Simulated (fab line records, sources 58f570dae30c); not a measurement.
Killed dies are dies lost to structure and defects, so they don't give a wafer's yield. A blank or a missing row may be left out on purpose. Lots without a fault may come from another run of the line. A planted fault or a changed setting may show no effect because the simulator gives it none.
Which tool did it? | flow berkeley_cmos170 | 14 lots, 42 wafers sampled, at 1 step of a route of 331

WHAT THE GAUGES READ, wafer by wafer
UCB170_GATE_CD_MEAS_12: target cd 350 nm. Usual: cd_nm 349.9 nm, standard deviation 1.5.
lot  | measured     | on        | cd_nm (nm)        | flag
L110 | day 6 03:40  | cd_sem-02 | 348.3 348.6 348.9 |
L114 | day 7 05:46  | cd_sem-01 | 352.5 352.4 351.8 |
L113 | day 7 05:57  | cd_sem-01 | 351.6 350.9 351.9 |
L117 | day 8 02:28  | cd_sem-01 | 350.4 352.1 350.2 |
L116 | day 8 02:46  | cd_sem-01 | 351.7 351.3 350.8 |
L118 | day 8 18:22  | cd_sem-02 | 350.2 350.5 349.3 |
L120 | day 8 19:26  | cd_sem-01 | 349.0 350.6 349.8 |
L122 | day 9 01:16  | cd_sem-01 | 351.3 349.9 350.6 |
L127 | day 9 16:47  | cd_sem-02 | 349.5 349.8 349.0 |
L124 | day 9 17:13  | cd_sem-02 | 347.4 348.8 348.7 |
L129 | day 10 07:26 | cd_sem-02 | 347.8 347.7 349.3 |
L131 | day 10 07:46 | cd_sem-02 | 348.7 349.4 349.3 |
L130 | day 10 10:20 | cd_sem-02 | 350.0 351.0 350.4 |
L132 | day 10 11:04 | cd_sem-01 | 349.9 350.2 349.7 |

WHICH TOOL RAN EACH LOT (tool, then ch and the chambers of the sampled wafers, then the start)
The record holds no process step before these readings.

WHAT THE TOOLS THEMSELVES READ (means of the sampled wafers that have a number; where no wafer has one, the mark that the record gives instead)
The record holds no such reading with a usual standard deviation.

THE ANSWER, worked out from the rows above alone
Rule: a lot is off if the mean of its wafers that have a number lies more than 3 standard deviations from the usual mean. A lot without any number at a reading at which 4 lots or more have one is off too. The other lots that the step has rows for count as sound. The gauges are gone through in route order, then the tools' own readings, and for those a lot's mean is taken as printed above. The first step at which some lot is off is used, and at that step the reading that is off furthest; a lot without a number counts as furthest.
No lot is off at any reading shown: from this, nothing can be told.

WHAT THE SIMULATOR HAD PUT IN
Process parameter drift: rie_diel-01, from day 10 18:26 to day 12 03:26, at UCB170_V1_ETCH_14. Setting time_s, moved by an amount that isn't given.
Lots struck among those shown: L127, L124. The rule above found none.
